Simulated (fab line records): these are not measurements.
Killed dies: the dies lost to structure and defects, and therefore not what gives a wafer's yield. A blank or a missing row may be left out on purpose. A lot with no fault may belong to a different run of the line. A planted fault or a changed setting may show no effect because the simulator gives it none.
Problem report in the 8D (eight disciplines) form, filled by code -- flow berkeley_cmos170 -- the parts of the form that need people (team, actions taken, sign-off) are left out

## 1. THE ISSUE
Wafers without a fault read 700.0 nm, standard deviation 1.4; cd_nm at UCB170_M2_CD_MEAS_15 reads a mean of 739.0 nm on 9 wafers belonging to 3 lots. That is +28 standard deviations from the usual mean.
The step: target cd 700 nm.
First seen on wafer L661.1, day 10 21:59, on cd_sem-02. Wafers with a number at this step in the record: 45, from 15 lots. By rule, "out" or "out of limits" means more than 4 standard deviations away from the usual mean. The other wafers with a number count as sound.

## 2. WHAT THIS IS AND IS NOT
question,is,is not
which readings at this step,cd_nm,-
which lots,"L661, L662, L663","L644, L645, L647, L648, L649, L651, L653, L654, L658, L659, L660, L665"
which wafers of those lots,all that have a number,-
read on which gauges,"cd_sem-01, cd_sem-02",-
when,from day 10 21:59,up to then (33 sound wafers); but 3 sound wafers of L665 came after

## 3. THE SUSPECTS, EACH WITH WHAT RULES IT OUT
Counting: a tool at a process step up to the reading stays a suspect if it ran every lot that is out and no sound lot after the first of them.
- the gauge at UCB170_M2_CD_MEAS_15: ruled out. Those wafers that are out were read across 2 gauges (cd_sem-01, cd_sem-02).
- litho_track-04 at UCB170_M2_PEB_13: kept. Every lot that is out went through it, starting with L661 (day 10 21:42), and after that it ran no sound lot; the last sound lot it ran before then is L658 (day 10 16:10). Out on those wafers are its own readings of heater_power_total_W, plate_temp_C.
Left after counting: litho_track-04 at UCB170_M2_PEB_13.

## 4. THE CAUSE (what the simulator had put in)
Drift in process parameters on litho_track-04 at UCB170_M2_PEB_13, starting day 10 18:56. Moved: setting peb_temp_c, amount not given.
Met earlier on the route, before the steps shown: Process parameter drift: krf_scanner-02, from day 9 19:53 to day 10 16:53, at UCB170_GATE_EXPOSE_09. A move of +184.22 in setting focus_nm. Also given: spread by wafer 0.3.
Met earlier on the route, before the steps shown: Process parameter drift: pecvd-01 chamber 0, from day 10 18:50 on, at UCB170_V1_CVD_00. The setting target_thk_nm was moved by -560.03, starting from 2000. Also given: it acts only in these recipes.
Only this tool survived the counting.

## 5. SEQUENCE OF EFFECTS, ordered by route
Each row: a reading where the mean over the struck wafers with a number is more than 3 standard deviations away from the usual. Only readings whose record carries a usual standard deviation are examined. hours: median over the lots of the time between each lot's start at the first step of this table that gives one and its start at this step. sigmas: the change, counted in usual standard deviations.
hours,step,reading,usual,on struck wafers,change,sigmas
0,UCB170_M2_PEB_13,heater_power_total_W,56.80 W,54.09,-2.71,-56
0,UCB170_M2_PEB_13,plate_temp_C,129.97 C,125.09,-4.88,-33
0,UCB170_M2_CD_MEAS_15,cd_nm,700.0 nm,739.0,+39.0,+28
The process steps in it:
- UCB170_M2_PEB_13

## 6. HOW IT WOULD HAVE BEEN CAUGHT EARLIER
In this record the first reading out of limits at a measuring or inspecting step was taken at day 10 21:59, 3 hours after the fault began at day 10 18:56.
At UCB170_M2_PEB_13, the tool's own readings (heater_power_total_W, plate_temp_C) were out on each struck wafer the step has a row for, so an alarm limit on them would have fired on the first such wafer.
Among the 3 lots that are out, L662, L663 began UCB170_M2_PEB_13 on litho_track-04 after day 10 21:59. A hold on the tool at that time would have spared those 2.
